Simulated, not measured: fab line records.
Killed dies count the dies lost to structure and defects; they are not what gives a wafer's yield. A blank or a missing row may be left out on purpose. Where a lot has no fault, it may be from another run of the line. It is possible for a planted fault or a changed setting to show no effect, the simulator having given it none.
fab line records + flow berkeley_cmos170
record
- lots=15
- wafers=45
- last_day=11
route steps=331 shown FIELD@94
lots that met no fault: from a run of the same line without faults
start_h: the number of hours between the record's first day and the start of the first shown wafer of the lot + wait_h: how many hours have passed since the lot's step before this one + " repeats the value in the row above + L1.1+2: a row that stands for several wafers + - no value present, or no start provided + * or withheld: withheld + < > ~ a bound
route shown NAME@n: names a module that has steps shown in the file, with the first one's number in the route + usual: average and standard deviation across the fault-free wafers + same: alike in all rows + chamber/n: place in a boat + sites: per-site readings + _std_site: the standard deviation of these + _edge_site: mean of outer sites minus mean of inner sites + radius_mm: for every site, how far away it sits from the centre of the wafer + mask NAME#n: copy n + behind: tool/chamber where the wafer was last shaped + hold: what put the lot on hold/how long, in hours/how the hold closed + device: whichever transistor did not switch (one of n, p or np) + end of line: the route-end tests of the same wafers + where a step has no rows: the recipe by itself + killed: count of dies lost to structure and defects at first sort (not the wafer's yield) + map: a wafer's dies, marking killed ones x, the rest . and places with no die _
set.NAME: the setting the step ran with; set.NAME@STEP: the setting that earlier step ran with + model.NAME: the simulator's own value behind a step, which no gauge read
the route's steps for a sample of lots (tables are steps, rows are wafers)
services: when a tool's chamber went out of use (start_h, in hours from the record's first day, below 0 if earlier), for how many hours, and the reason
## steps
# step UCB170_FIELD_WET_ETCH_05
# recipe
- chemistry=H3PO4
- target=Si3N4
- temp_c=160
- time_s=12600
# usual
- run_length_s=12625/2
| lot.wafer | tool         | chamber | start_h | wait_h | run_length_s |
|-----------|--------------|---------|---------|--------|--------------|
| L380.2    | wet_bench-01 | 0       | 118.21  | 0.0    | 12625        |
| L380.4    | "            | 0       | "       | "      | 12625        |
| L380.6    | "            | 0       | "       | "      | 12625        |
| L382.2    | wet_bench-01 | 0       | 123.09  | 0.0    | 12625        |
| L382.3    | "            | 0       | "       | "      | 12625        |
| L382.5    | "            | 0       | "       | "      | 12625        |
| L383.1    | wet_bench-01 | 2       | 123.09  | 0.0    | 12626        |
| L383.2    | "            | 2       | "       | "      | 12626        |
| L383.5    | "            | 2       | "       | "      | 12626        |
| L384.1    | wet_bench-01 | 3       | 123.09  | 0.0    | 12624        |
| L384.4    | "            | 3       | "       | "      | 12624        |
| L384.5    | "            | 3       | "       | "      | 12624        |
| L385.2    | wet_bench-01 | 1       | 123.09  | 0.0    | 12625        |
| L385.3    | "            | 1       | "       | "      | 12625        |
| L385.6    | "            | 1       | "       | "      | 12625        |
| L386.2    | wet_bench-04 | 1       | 134.73  | 0.0    | 12634        |
| L386.3    | "            | 1       | "       | "      | 12634        |
| L386.5    | "            | 1       | "       | "      | 12634        |
| L387.2    | wet_bench-01 | 3       | 149.74  | 0.0    | 12624        |
| L387.5    | "            | 3       | "       | "      | 12624        |
| L387.6    | "            | 3       | "       | "      | 12624        |
| L388.1    | wet_bench-01 | 2       | 149.74  | 0.0    | 12625        |
| L388.4    | "            | 2       | "       | "      | 12625        |
| L388.6    | "            | 2       | "       | "      | 12625        |
| L390.3    | wet_bench-02 | 3       | 164.19  | 0.0    | 12625        |
| L390.5    | "            | 3       | "       | "      | 12625        |
| L390.6    | "            | 3       | "       | "      | 12625        |
| L391.1    | wet_bench-02 | 3       | 170.20  | 0.0    | 12626        |
| L391.4    | "            | 3       | "       | "      | 12626        |
| L391.6    | "            | 3       | "       | "      | 12626        |
| L392.1    | wet_bench-02 | 2       | 170.20  | 0.0    | 12626        |
| L392.3    | "            | 2       | "       | "      | 12626        |
| L392.6    | "            | 2       | "       | "      | 12626        |
| L393.1    | wet_bench-02 | 0       | 170.20  | 0.0    | 12625        |
| L393.2    | "            | 0       | "       | "      | 12625        |
| L393.3    | "            | 0       | "       | "      | 12625        |
| L394.1    | wet_bench-01 | 1       | 187.49  | 0.0    | 20186        |
| L394.3    | "            | 1       | "       | "      | 20186        |
| L394.6    | "            | 1       | "       | "      | 20186        |
| L395.2    | wet_bench-01 | 0       | 187.49  | 0.0    | 20186        |
| L395.5    | "            | 0       | "       | "      | 20186        |
| L395.6    | "            | 0       | "       | "      | 20186        |
| L396.1    | wet_bench-01 | 3       | 187.49  | 0.0    | 20185        |
| L396.3    | "            | 3       | "       | "      | 20185        |
| L396.6    | "            | 3       | "       | "      | 20185        |
## services
| tool         | chamber | start_h | hours | kind   |
|--------------|---------|---------|-------|--------|
| wet_bench-01 | -       | 112.60  | 2.9   | repair |
| wet_bench-04 | -       | 170.23  | 1.9   | pm     |
## key
first_sign
- step=UCB170_FIELD_WET_ETCH_05
- reading=run_length_s
- direction=up
- sigmas=99+
- usual=*
- struck=*
effect none on later readings
met_at UCB170_FIELD_WET_ETCH_05
struck_lots L394,L395,L396
tester_left_out L394,L395,L396
onset_between 149.74 187.49
fault
- kind=process_parameter_drift
- tool=wet_bench-01
- chamber=-
- onset_h=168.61
- steps=UCB170_FIELD_WET_ETCH_05
- channel=time_s
- offset=*
- shape=step
- end_h=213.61
- acts_in=*
- stated=*
# tester_left_out: of these lots the tester's yield and bins aren't shown, on N5 and GAA mostly nor the transistor test; their killed dies are dies lost to structure and defects alone, not to doping, threshold or leakage, so they don't give the yield
